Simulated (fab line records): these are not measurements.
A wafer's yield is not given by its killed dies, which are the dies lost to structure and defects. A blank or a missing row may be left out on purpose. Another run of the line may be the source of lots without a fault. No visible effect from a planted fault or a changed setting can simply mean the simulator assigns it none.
A struck lot beside a sound one :: flow ritCmos :: 14 out of 202 route steps
Sound: these wafers, L102.1, L102.2, L102.5. Struck: wafers L110.2, L110.4, L110.5. The cause is named last.
At each step with rows: each side's tool, then ch and its chambers, then its first start. Under that, the readings that differ: sound wafers :: struck wafers :: difference of the means :: sigmas: that difference in standard deviations of wafers without a fault.
alike: same words and numbers on both sides, and readings whose means sit less than 2 such deviations apart. not compared: any withheld reading, any reading some wafer has no value for, any bound like >300 that may hide the same value, and any number with overlapping values for which the record gives no deviation.
Wherever a step has rows on one side only, a row that says differs or no value, or a row with sigmas, the two part there. When numbers do not overlap yet have no deviation, they are printed without sigmas and do not part them. A reading that every wafer of one side lacks parts them only if that side has two wafers or more.

RIT_ACTIVE_THK_MEAS_02:
  sound: filmMetro-03 at day 2 18:03; struck: filmMetro-01 at day 4 10:04
  alike: ACTIVE_OXIDE_THK
then, 1 step without rows for these wafers: RIT_ACTIVE_CVD_03 (deposits Si3N4 from SiH2Cl2/NH3, target thk 150 nm, time 1500 s).
RIT_ACTIVE_THK_MEAS_04:
  sound: filmMetro-04 at day 2 20:14; struck: filmMetro-03 at day 4 12:15
  alike: ACTIVE_NITRIDE_THK
then, 6 steps without rows for these wafers: RIT_ACTIVE_HMDS_05 (prime time 60 s); RIT_ACTIVE_COAT_06 (resist thk 1000 nm); RIT_ACTIVE_SOFTBAKE_07 (time 60 s); RIT_ACTIVE_EXPOSE_08 (exposes mask M1, target cd 1400 nm); RIT_ACTIVE_PEB_09; RIT_ACTIVE_DEVELOP_10 (develop time 50 s).
RIT_ACTIVE_CD_MEAS_11: target cd 1400 nm.
  sound: cdSem-02 at day 2 21:09; struck: cdSem-02 at day 4 13:17
  alike: cdNm
then, 1 step without rows for these wafers: RIT_ACTIVE_HARDBAKE_12 (time 60 s).
RIT_ACTIVE_ETCH_13: etches Si3N4 in SF6, stops on SiO2, time 210 s, target depth 210 nm.
  sound on rieDiel-02 ch 1,2,3, day 2 21:25; struck on rieDiel-02 ch 0,1, day 4 13:32
  alike: drypumpMotorCurrentA, oesProductAu, throttleValvePct
  not compared: rfHoursCounterH
RIT_ACTIVE_STRIP_14: strips in O2, time 180 s.
  sound on plasmaAsher-01 ch 0,1, day 2 21:33; struck on plasmaAsher-01 ch 1, day 4 13:41
  no value came back on the struck wafers for chamberPressureMTorr (mTorr), drypumpMotorCurrentA (A); on the sound wafers chamberPressureMTorr (mTorr) reads 3998 4002 3997
reading: model.NOVOLAK_of_ACTIVE_COAT_06.thkNm (nm)
sound: 0 0 0
struck: 654.9 655.1 656.3
difference: +655.4
sigmas: 
  not compared: rfHoursCounterH
RIT_ACTIVE_CD_MEAS_90: target cd 1400 nm.
  sound: cdSem-01 at day 2 21:44; struck: cdSem-01 at day 4 13:52
  alike: cdNm

## WHERE THEY PART
At RIT_ACTIVE_STRIP_14 and nowhere else, as far as this record goes. Later steps at which nothing parts them and some readings are alike: RIT_ACTIVE_CD_MEAS_90.

WHY: what had been put in by the simulator
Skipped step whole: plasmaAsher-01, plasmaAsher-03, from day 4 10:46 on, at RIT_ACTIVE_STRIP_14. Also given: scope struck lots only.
